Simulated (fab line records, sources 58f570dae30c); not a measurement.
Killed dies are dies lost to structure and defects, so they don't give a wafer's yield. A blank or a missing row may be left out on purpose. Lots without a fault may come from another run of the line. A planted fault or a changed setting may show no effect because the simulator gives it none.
A struck lot beside a sound one | flow berkeley_cmos170 | 32 steps out of a route of 331
Sound: wafers L432.3, L432.4, L432.6. Struck: wafer L441.3. (L441.2, L441.4 of the same lot were not struck and are left out.) The cause comes at the end.
At each step with rows: each side's tool, then ch and its chambers, then its first start. Under that, the readings that differ: sound wafers | struck wafers | difference of the means | sigmas: that difference in standard deviations of wafers without a fault.
alike: readings whose means differ by less than 2 such deviations, and words and numbers that are the same on both sides. not compared: withheld readings, readings that some wafer has no value for, bounds like >300 that may hide the same value, and numbers for which the record gives no deviation and whose values overlap.
The two part at a step that has a row with sigmas, a row that says differs or no value, or rows on one side only. Numbers that don't overlap but have no deviation are shown without sigmas and don't part them. A reading that every wafer of one side lacks parts them only if that side has two wafers or more.

first, 6 steps without rows for these wafers: UCB170_V2_HMDS_06 (prime time 60 s); UCB170_V2_COAT_07 (resist thk 900 nm); UCB170_V2_SOFTBAKE_08 (time 60 s); UCB170_V2_EXPOSE_09 (exposes mask VIA2, target cd 700 nm); UCB170_V2_PEB_10; UCB170_V2_DEVELOP_11 (develop time 45 s).
UCB170_V2_CD_MEAS_12: target cd 700 nm.
  sound on cd_sem-02, day 8 22:23; struck on cd_sem-01, day 10 17:59
  reading    | sound             | struck | difference | sigmas
  cd_nm (nm) | 702.2 701.8 702.4 | 699.1  | -3.0       | -2
UCB170_V2_OVL_MEAS_13:
  sound on overlay-01, day 8 22:29; struck on overlay-02, day 10 18:05
  alike: V2_OVL
UCB170_V2_ETCH_14: etches SiO2 in CHF3/CF4/Ar, stops on Al, target depth 1250 nm, time 291 s.
  sound on rie_diel-03 ch 0,1,2, day 8 22:31; struck on rie_diel-02 ch 0, day 10 18:07
  alike: drypump_motor_current_A, mfc_ar_sccm, oes_product_au, throttle_valve_pct
  not compared: rf_hours_counter_h
UCB170_V2_STRIP_15: strips in O2.
  sound on plasma_asher-03 ch 0,1, day 8 22:43; struck on plasma_asher-01 ch 1, day 10 18:17
  alike: drypump_motor_current_A, oes_product_au, strip_time_to_endpoint_s
  not compared: rf_hours_counter_h
UCB170_V2_CD_MEAS_90: target cd 700 nm.
  sound on cd_sem-01, day 8 22:50; struck on cd_sem-02, day 10 18:25
  alike: cd_nm
then, 1 step without rows for these wafers: UCB170_M3_PRE_CLEAN_00 (preclean etch time 60 s).
UCB170_M3_SPUTTER_01: material Al, target thk 900 nm, time 120 s.
  sound on pvd_sputter-01, day 8 22:58; struck on pvd_sputter-01, day 10 18:35
  reading                               | sound           | struck | difference | sigmas
  model.Al_of_M3_SPUTTER_01.thk_nm (nm) | 896.9 904 899.7 | 1029   | +129       |
  alike: throttle_valve_pct
UCB170_M3_RS_MEAS_02: measures by four-point-probe.
  sound on film_metro-03, day 8 23:06; struck on film_metro-03, day 10 18:44
  reading           | sound                | struck | difference | sigmas
  M3_AL_RS (ohm/sq) | 0.0322 0.0320 0.0321 | 0.0280 | -0.0041    | -13
UCB170_M3_THK_MEAS_03: measures by xrf.
  sound on film_metro-03, day 8 23:12; struck on film_metro-03, day 10 18:50
  reading        | sound       | struck | difference | sigmas
  M3_AL_THK (nm) | 889 895 892 | 1020   | +128       | +13
then, 3 steps without rows for these wafers: UCB170_M3_HMDS_04 (prime time 60 s); UCB170_M3_COAT_05 (resist thk 900 nm); UCB170_M3_SOFTBAKE_06 (time 60 s).
UCB170_M3_STRIP_07: strips in O2.
  sound on plasma_asher-04 ch 0,1, day 8 23:44; struck on plasma_asher-01 ch 0, day 10 19:20
  alike: drypump_motor_current_A, oes_product_au, strip_time_to_endpoint_s
  not compared: rf_hours_counter_h
then, 7 steps without rows for these wafers: UCB170_M3_STRIP_08 (strips KrF in DMSO, time 600 s); UCB170_M3_COAT_09; UCB170_M3_COAT_10 (resist thk 900 nm); UCB170_M3_SOFTBAKE_11 (time 60 s); UCB170_M3_EXPOSE_12 (exposes mask METAL3, target cd 700 nm); UCB170_M3_PEB_13; UCB170_M3_DEVELOP_14 (develop time 45 s).
UCB170_M3_CD_MEAS_15: target cd 700 nm.
  sound on cd_sem-01, day 9 03:46; struck on cd_sem-01, day 10 21:11
  alike: cd_nm
UCB170_M3_OVL_MEAS_16:
  sound on overlay-01, day 9 03:52; struck on overlay-01, day 10 21:18
  alike: M3_OVL
UCB170_M3_ETCH_17: etches BARC in N2/H2.
  sound on rie_diel-01 ch 1,2, day 9 03:53; struck on rie_diel-01 ch 0, day 10 21:20
  reading                | sound             | struck | difference | sigmas
  throttle_valve_pct (%) | 13.22 13.25 13.21 | 13.66  | +0.43      | +3
  alike: drypump_motor_current_A, oes_product_au
UCB170_M3_METAL_ETCH_18: etches Al in Cl2/BCl3, stops on SiO2, target depth 1170 nm, time 195 s.
  sound on rie_metal-02 ch 1, day 9 04:03; struck on rie_metal-02 ch 0, day 10 21:22
  reading                     | sound             | struck | difference | sigmas
  drypump_motor_current_A (A) | 4.7 4.7 4.7       | 6.0    | +1.3       | +3
  oes_product_au (a.u.)       | 0.853 0.850 0.854 | 0.905  | +0.053     | +4
  alike: throttle_valve_pct
  not compared: rf_hours_counter_h
UCB170_M3_STRIP_19: strips in O2.
  sound on plasma_asher-04 ch 0,1, day 9 04:20; struck on plasma_asher-04 ch 1, day 10 21:34
  alike: drypump_motor_current_A, oes_product_au
  not compared: rf_hours_counter_h
UCB170_M3_PROBE_99:
  the record has rows for the sound wafers here (prober-01, day 9 04:44) and none for the struck ones

WHERE THEY PART
First at UCB170_V2_CD_MEAS_12; last, within this record, at UCB170_M3_PROBE_99.

WHY: what the simulator had put in
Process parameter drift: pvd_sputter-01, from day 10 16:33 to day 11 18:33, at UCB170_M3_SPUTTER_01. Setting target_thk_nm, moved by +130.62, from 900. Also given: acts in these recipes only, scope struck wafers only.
